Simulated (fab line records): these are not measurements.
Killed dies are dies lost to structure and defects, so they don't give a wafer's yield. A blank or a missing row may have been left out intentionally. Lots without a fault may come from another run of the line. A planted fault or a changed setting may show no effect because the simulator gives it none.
fab line records    flow rit_cmos
record lots=14  wafers=42  last_day=7
route steps=202 shown ACTIVE@2 PRETRO@73 M1@194
lots with no fault: from the same line, run without faults
start_h: hours from the record's first day to the start of the lot's first wafer shown    wait_h: hours elapsed since this lot's preceding step    " the same as in the row above    L1.1+2: several wafers, shown together as one row    - no value present, or no start provided    * or withheld: withheld    < > ~ a bound
route shown NAME@n: NAME is a module with steps in the file, n the number in the route of the first one    usual: mean/standard deviation taken from wafers without a fault    same: alike in all rows    chamber/n: place in a boat    sites: each site's reading    _std_site: standard deviation of those values    _edge_site: outer sites' mean less inner sites'    radius_mm: for every site, how far away it sits from the centre of the wafer    mask NAME#n: copy n    behind: the most recent tool/chamber to have shaped the wafer    hold: cause of the lot's hold/its duration in hours/its outcome    device: the n, p or np transistor that did not switch    end of line: the tests these same wafers got at the end of their route    step lacking rows: just its recipe    killed: dies that structure and defects cost at the first sort, which is not the same as the wafer's yield    map: per-die view of a wafer (x killed, . not killed, _ where there is no die)
set.NAME: the setting the step ran with; set.NAME@STEP: the setting that earlier step ran with    model.NAME: the simulator's own value behind a step, which no gauge read
one table for each step of the route and one row for each wafer, over a sample of lots
services: when a tool's chamber went out of use (start_h, in hours from the record's first day, below 0 if earlier), for how many hours, and the reason
## steps
# step RIT_ACTIVE_OXIDATION_01
# recipe temp_c=1000  ambient=O2  target_thk_a=468  ox_time_s=3360
# usual ox_temp_c=1000.0/0.46  zone_power_source_pct=35.4/2.8
lot.wafer  tool        chamber  start_h  wait_h  ox_temp_c  zone_power_source_pct
L726.2     furnace-04  0        10.12    0.1     1000.3     38.3
L726.4     "           0        "        "       1000.4     38.9
L726.5     "           0        "        "       999.7      38.6
L727.1     furnace-04  0        16.70    1.7     999.3      38.8
L727.2     "           0        "        "       1000.0     39.1
L727.4     "           0        "        "       999.7      39.1
L728.1     furnace-01  0        20.14    0.1     999.6      33.4
L728.2     "           0        "        "       1000.6     32.8
L728.4     "           0        "        "       1000.3     32.7
L729.1     furnace-01  0        25.16    0.1     999.2      33.4
L729.5     "           0        "        "       998.8      33.2
L729.6     "           0        "        "       999.9      32.7
L730.1     furnace-03  0        30.27    0.2     1000.2     33.5
L730.5     "           0        "        "       999.8      33.5
L730.6     "           0        "        "       999.6      33.6
L733.2     furnace-01  0        47.47    2.4     1000.7     33.1
L733.5     "           0        "        "       1000.0     33.3
L733.6     "           0        "        "       1000.4     33.1
L736.2     furnace-04  0        62.12    2.1     999.9      39.1
L736.3     "           0        "        "       1000.0     38.5
L736.4     "           0        "        "       1000.8     39.5
L738.2     furnace-04  0        70.97    0.9     999.7      38.5
L738.4     "           0        "        "       1000.2     39.6
L738.5     "           0        "        "       1000.3     38.8
L739.2     furnace-03  0        76.03    1.0     999.9      33.6
L739.3     "           0        "        "       1000.5     33.3
L739.4     "           0        "        "       1000.5     33.4
L742.2     furnace-03  0        90.68    0.6     999.3      33.5
L742.3     "           0        "        "       999.5      33.5
L742.6     "           0        "        "       999.7      33.3
L744.1     furnace-01  0        100.19   0.2     1000.6     32.9
L744.3     "           0        "        "       1000.0     33.2
L744.6     "           0        "        "       1000.6     32.4
L746.2     furnace-03  0        110.70   0.7     1000.4     33.5
L746.4     "           0        "        "       1000.7     33.5
L746.5     "           0        "        "       1000.0     33.6
L747.1     furnace-01  0        115.12   0.1     999.9      32.6
L747.2     "           0        "        "       1000.5     32.3
L747.4     "           0        "        "       999.5      32.5
L749.1     furnace-03  0        125.57   0.5     1000.1     32.8
L749.4     "           0        "        "       999.2      33.3
L749.6     "           0        "        "       1000.3     33.1
# step RIT_ACTIVE_THK_MEAS_02
# recipe reads=SiO2_of_ACTIVE_OXIDATION_01
# usual ACTIVE_OXIDE_THK=46.8/0.71
lot.wafer  tool           chamber  start_h  wait_h  ACTIVE_OXIDE_THK[nm]
L726.2     film_metro-03  -        12.06    0.0     46.4
L726.4     "              -        "        "       46.1
L726.5     "              -        "        "       46.9
L727.1     film_metro-01  -        18.64    0.0     45.6
L727.2     "              -        "        "       46.1
L727.4     "              -        "        "       46.7
L728.1     film_metro-02  -        22.07    0.0     47.0
L728.2     "              -        "        "       47.5
L728.4     "              -        "        "       47.2
L729.1     film_metro-03  -        27.09    0.0     46.3
L729.5     "              -        "        "       46.6
L729.6     "              -        "        "       46.5
L730.1     film_metro-03  -        32.20    0.0     47.0
L730.5     "              -        "        "       46.4
L730.6     "              -        "        "       46.9
L733.2     film_metro-03  -        49.42    0.0     46.8
L733.5     "              -        "        "       46.8
L733.6     "              -        "        "       47.0
L736.2     film_metro-03  -        64.06    0.0     45.0
L736.3     "              -        "        "       43.8
L736.4     "              -        "        "       43.0
L738.2     film_metro-01  -        72.91    0.0     44.5
L738.4     "              -        "        "       42.8
L738.5     "              -        "        "       40.7
L739.2     film_metro-01  -        77.98    0.0     47.5
L739.3     "              -        "        "       47.4
L739.4     "              -        "        "       47.2
L742.2     film_metro-03  -        92.62    0.0     45.0
L742.3     "              -        "        "       45.3
L742.6     "              -        "        "       45.2
L744.1     film_metro-03  -        102.12   0.0     48.0
L744.3     "              -        "        "       47.6
L744.6     "              -        "        "       47.0
L746.2     film_metro-02  -        112.65   0.0     47.5
L746.4     "              -        "        "       47.1
L746.5     "              -        "        "       47.6
L747.1     film_metro-03  -        117.05   0.0     47.8
L747.2     "              -        "        "       47.9
L747.4     "              -        "        "       47.4
L749.1     film_metro-03  -        127.50   0.0     47.5
L749.4     "              -        "        "       47.9
L749.6     "              -        "        "       47.6
# step RIT_PRETRO_STRIP_09
# recipe chemistry=O2  time_s=180  resist=NOVOLAK  platen_temp_c=withheld  power_w=500  pressure_mtorr=4000  o2_flow_sccm=4000
# usual drypump_motor_current_A=5.5/0.49
lot.wafer  tool             chamber  start_h  wait_h  drypump_motor_current_A  rf_hours_counter_h
L726.2     plasma_asher-01  0        32.70    0.1     5.8                      36
L726.4     "                0        "        "       5.8                      -
L726.5     "                0        "        "       5.8                      -
L727.1     plasma_asher-03  0        37.57    0.1     5.3                      41
L727.2     "                1        "        "       6.1                      41
L727.4     "                0        "        "       5.2                      -
L728.1     plasma_asher-01  0        44.78    0.1     5.8                      37
L728.2     "                1        "        "       4.8                      37
L728.4     "                0        "        "       5.8                      -
L729.1     plasma_asher-03  0        51.09    0.1     5.2                      42
L729.5     "                1        "        "       6.1                      -
L729.6     "                0        "        "       5.3                      -
L730.1     plasma_asher-04  1        57.13    0.1     6.1                      40
L730.5     "                0        "        "       5.3                      -
L730.6     "                1        "        "       6.1                      -
L733.2     plasma_asher-04  0        69.86    0.1     5.3                      41
L733.5     "                1        "        "       6.1                      -
L733.6     "                0        "        "       5.3                      -
L736.2     plasma_asher-01  1        84.21    0.1     4.8                      41
L736.3     "                0        "        "       5.8                      -
L736.4     "                1        "        "       4.8                      -
L738.2     plasma_asher-04  0        92.83    0.1     5.2                      44
L738.4     "                1        "        "       6.1                      -
L738.5     "                1        "        "       6.1                      -
L739.2     plasma_asher-03  1        97.36    0.1     6.1                      47
L739.3     "                0        "        "       5.3                      -
L739.4     "                1        "        "       6.0                      -
L742.2     plasma_asher-04  1        111.54   0.1     6.1                      47
L742.3     "                1        "        "       6.1                      -
L742.6     "                1        "        "       6.1                      -
L744.1     plasma_asher-03  1        123.74   0.1     6.0                      1
L744.3     "                1        "        "       6.1                      -
L744.6     "                0        "        "       5.3                      -
L746.2     plasma_asher-01  0        134.95   0.1     5.8                      47
L746.4     "                1        "        "       4.8                      -
L746.5     "                1        "        "       4.8                      -
L747.1     plasma_asher-01  1        137.00   0.1     4.8                      47
L747.2     "                0        "        "       5.8                      47
L747.4     "                0        "        "       5.8                      -
L749.1     plasma_asher-04  0        148.96   0.1     5.3                      50
L749.4     "                1        "        "       6.1                      -
L749.6     "                1        "        "       6.1                      -
# step RIT_M1_OVL_MEAS_10
# usual M1_OVL=0.3/1.5
lot.wafer  tool        chamber  start_h  wait_h  M1_OVL[nm]
L726.2     overlay-01  -        59.52    0.1     0.3
L726.4     "           -        "        "       -0.8
L726.5     "           -        "        "       0.7
L727.1     overlay-02  -        67.25    0.1     -0.2
L727.2     "           -        "        "       -0.7
L727.4     "           -        "        "       0.5
L728.1     overlay-02  -        71.29    0.1     0.9
L728.2     "           -        "        "       -0.5
L728.4     "           -        "        "       -0.1
L729.1     overlay-01  -        76.57    0.1     -1.1
L729.5     "           -        "        "       -0.9
L729.6     "           -        "        "       -1.7
L730.1     overlay-01  -        83.62    0.1     1.6
L730.5     "           -        "        "       1.1
L730.6     "           -        "        "       0.4
L733.2     overlay-01  -        94.99    0.1     -0.2
L733.5     "           -        "        "       2.6
L733.6     "           -        "        "       1.3
L736.2     overlay-02  -        107.25   0.1     -1.7
L736.3     "           -        "        "       -2.8
L736.4     "           -        "        "       -1.5
L738.2     overlay-01  -        116.48   0.1     3.4
L738.4     "           -        "        "       2.4
L738.5     "           -        "        "       2.7
L739.2     overlay-02  -        122.71   0.1     -1.1
L739.3     "           -        "        "       -1.0
L739.4     "           -        "        "       0.4
L742.2     overlay-02  -        135.22   0.1     -0.2
L742.3     "           -        "        "       -1.8
L742.6     "           -        "        "       -2.6
L744.1     overlay-01  -        149.09   0.1     1.1
L744.3     "           -        "        "       1.9
L744.6     "           -        "        "       0.3
L746.2     overlay-02  -        159.71   0.1     -0.8
L746.4     "           -        "        "       -0.1
L746.5     "           -        "        "       1.9
L747.1     overlay-02  -        162.19   0.1     -0.1
L747.2     "           -        "        "       2.5
L747.4     "           -        "        "       -1.3
L749.1     overlay-02  -        176.82   0.1     0.2
L749.4     "           -        "        "       -2.4
L749.6     "           -        "        "       -0.5
# step RIT_M1_BOW_MEAS_16
# recipe mode=bow
# usual M1_BOW=18/6.4
lot.wafer  tool           chamber  start_h  wait_h  M1_BOW[um]
L726.2     film_metro-02  -        62.09    0.0     17
L726.4     "              -        "        "       12
L726.5     "              -        "        "       8
L727.1     film_metro-02  -        69.68    0.0     7
L727.2     "              -        "        "       23
L727.4     "              -        "        "       23
L728.1     film_metro-03  -        73.85    0.0     19
L728.2     "              -        "        "       10
L728.4     "              -        "        "       16
L729.1     film_metro-03  -        78.99    0.0     30
L729.5     "              -        "        "       27
L729.6     "              -        "        "       13
L730.1     film_metro-02  -        86.05    0.0     12
L730.5     "              -        "        "       6
L730.6     "              -        "        "       20
L733.2     film_metro-02  -        97.43    0.0     14
L733.5     "              -        "        "       23
L733.6     "              -        "        "       21
L736.2     film_metro-02  -        109.70   0.0     29
L736.3     "              -        "        "       20
L736.4     "              -        "        "       14
L738.2     film_metro-02  -        118.92   0.0     19
L738.4     "              -        "        "       21
L738.5     "              -        "        "       14
L739.2     film_metro-02  -        125.14   0.0     16
L739.3     "              -        "        "       10
L739.4     "              -        "        "       10
L742.2     film_metro-01  -        137.65   0.0     14
L742.3     "              -        "        "       18
L742.6     "              -        "        "       13
L744.1     film_metro-03  -        151.50   0.0     24
L744.3     "              -        "        "       17
L744.6     "              -        "        "       25
L746.2     film_metro-02  -        162.15   0.0     15
L746.4     "              -        "        "       20
L746.5     "              -        "        "       12
L747.1     film_metro-02  -        164.63   0.0     17
L747.2     "              -        "        "       18
L747.4     "              -        "        "       14
L749.1     film_metro-02  -        179.42   0.0     12
L749.4     "              -        "        "       15
L749.6     "              -        "        "       15
# step RIT_M1_PROBE_99
# usual killed_at_contacts=0.1/0.3  killed_at_front_end=7/3.3  killed_dies=7/3.3  killed_open=3.8/2.3  killed_short=3.5/2.1
# same gross_dies=264  killed_at_M0_to_M3=0  killed_at_M4_up=0  killed_at_back_side=0  killed_at_other=0
lot.wafer  tool       chamber  start_h  wait_h  killed_at_contacts  killed_at_front_end  killed_dies  killed_open  killed_short
L739.2     prober-01  -        125.29   0.1     0                   14                   14           7            7
L739.3     prober-01  -        125.34   0.2     0                   6                    6            3            3
L739.4     prober-01  -        125.39   0.2     0                   6                    6            4            2
# killed by level:class
L739.2 GATE:geometric_particle:short=4 REOX:geometric_particle:open=3 FOX1:geometric_particle:open=2 FOX1:geometric_particle:short=1 FOX2:geometric_particle:short=1 FOX2:geometric_particle:open=1 GATE:geometric_particle:open=1 REOX:geometric_particle:short=1
L739.3 SPACER:geometric_particle:short=2 GATE:geometric_particle:open=1 GATE:geometric_particle:short=1 SPACER:geometric_particle:open=1 SILICIDE:geometric_particle:open=1
L739.4 GATE:geometric_particle:open=3 GATE:geometric_particle:short=1 SPACER:geometric_particle:open=1 SPACER:geometric_particle:short=1
## services
tool             chamber  start_h  hours  kind
plasma_asher-01  -        14.56    3.2    repair
plasma_asher-03  -        86.96    2.8    repair
plasma_asher-03  -        108.75   9.0    pm
plasma_asher-03  0        108.75   9.0    vent_cycle
plasma_asher-03  1        108.75   9.0    vent_cycle
plasma_asher-03  0        117.75   -      clean
plasma_asher-03  1        117.75   -      clean
plasma_asher-04  -        136.28   2.8    pm
furnace-01       -        139.15   3.3    pm
## key
first_sign step=RIT_ACTIVE_THK_MEAS_02  reading=ACTIVE_OXIDE_THK  direction=down  sigmas=4.9  usual=46.8  struck=43.3
effect none on later readings
met_at RIT_ACTIVE_OXIDATION_01
struck_lots L736,L738
tester_left_out L736,L738
not_acting_at RIT_PRETRO_STRIP_09,RIT_M1_OVL_MEAS_10,RIT_M1_BOW_MEAS_16
onset_between 16.70 62.12
fault kind=process_parameter_drift  tool=furnace-04  chamber=-  onset_h=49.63  steps=RIT_ACTIVE_OXIDATION_01  channel=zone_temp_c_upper  offset=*  shape=step  end_h=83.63
# tester_left_out: of these lots the tester's yield and bins aren't shown, on N5 and GAA mostly nor the transistor test; their killed dies are dies lost to structure and defects alone, not to doping, threshold or leakage, so they don't give the yield
